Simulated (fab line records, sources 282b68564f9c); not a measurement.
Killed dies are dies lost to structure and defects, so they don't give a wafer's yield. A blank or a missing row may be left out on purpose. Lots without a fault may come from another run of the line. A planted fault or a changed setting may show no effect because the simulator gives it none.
Problem report in the 8D (eight disciplines) form, filled by code | flow rit_cmos | the parts of the form that need people (team, actions taken, sign-off) are left out

1. THE PROBLEM
NSD_OVL at RIT_NSD_OVL_MEAS_06 reads a mean of 421.4 nm on 12 wafers of 4 lots; wafers without a fault read 0.8 nm with a standard deviation of 1.4. That is +99 or more standard deviations from the usual mean.
First seen on wafer L457.2, day 4 04:58, on overlay-02. The record holds 45 wafers of 15 lots with a number at this step. Rule for "out", or "out of limits": more than 4 standard deviations from the usual mean. The other wafers with a number count as sound.

2. WHAT IT IS AND WHAT IT IS NOT
question                    | is                     | is not
which readings at this step | NSD_OVL                | -
which lots                  | L457, L460, L461, L463 | L451, L452, L453, L454, L455, L456, L458, L464, L465, L467, L469
which wafers of those lots  | all that have a number | -
read on which gauges        | overlay-01, overlay-02 | -
when                        | from day 4 04:58       | up to then (18 sound wafers); but 15 sound wafers of L458, L464, L465, L467, L469 came after

3. SUSPECTS, AND WHAT RULES EACH OUT
Counting: a tool at a process step up to the reading stays a suspect if it ran every lot that is out and no sound lot after the first of them.
- the gauge at RIT_NSD_OVL_MEAS_06: ruled out. The wafers that are out were read on 2 gauges (overlay-01, overlay-02).
- iline_stepper-01 at RIT_NSD_EXPOSE_03 (exposes mask M9, target cd 40700 nm): kept. It ran every lot that is out, first L457 (day 4 04:35), and no sound lot after that; its last sound lot up to then is L455 (day 3 19:50).
Left after counting: iline_stepper-01 at RIT_NSD_EXPOSE_03.

4. THE CAUSE (what the simulator had put in)
Scanner matching overlay: iline_stepper-01, from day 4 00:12 on, at RIT_NSD_EXPOSE_03. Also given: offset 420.
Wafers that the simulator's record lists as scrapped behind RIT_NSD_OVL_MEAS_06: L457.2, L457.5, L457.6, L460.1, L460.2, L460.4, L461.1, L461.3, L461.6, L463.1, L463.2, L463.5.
Counting left only this tool.

5. THE CHAIN OF EFFECTS, in route order
Each row: a reading whose mean over the struck wafers that have a number lies more than 3 standard deviations from the usual. Only readings for which the record gives a usual standard deviation are gone through. hours: the time from each lot's start at the first step in this table that gives one to its start at this step, as a median over the lots. sigmas: the change in usual standard deviations.
hours | step                | reading | usual  | on struck wafers | change | sigmas
0     | RIT_NSD_OVL_MEAS_06 | NSD_OVL | 0.8 nm | 421.4            | +420.6 | +99 or more

6. WHAT WOULD HAVE CAUGHT IT SOONER
In this record the first reading out of limits at a measuring or inspecting step was taken at day 4 04:58, 5 hours after the fault began at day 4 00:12.
Of the lots that are out (4), L460, L461, L463 began RIT_NSD_EXPOSE_03 on iline_stepper-01 after day 4 04:58. A hold on the tool at that time would have spared those 3.
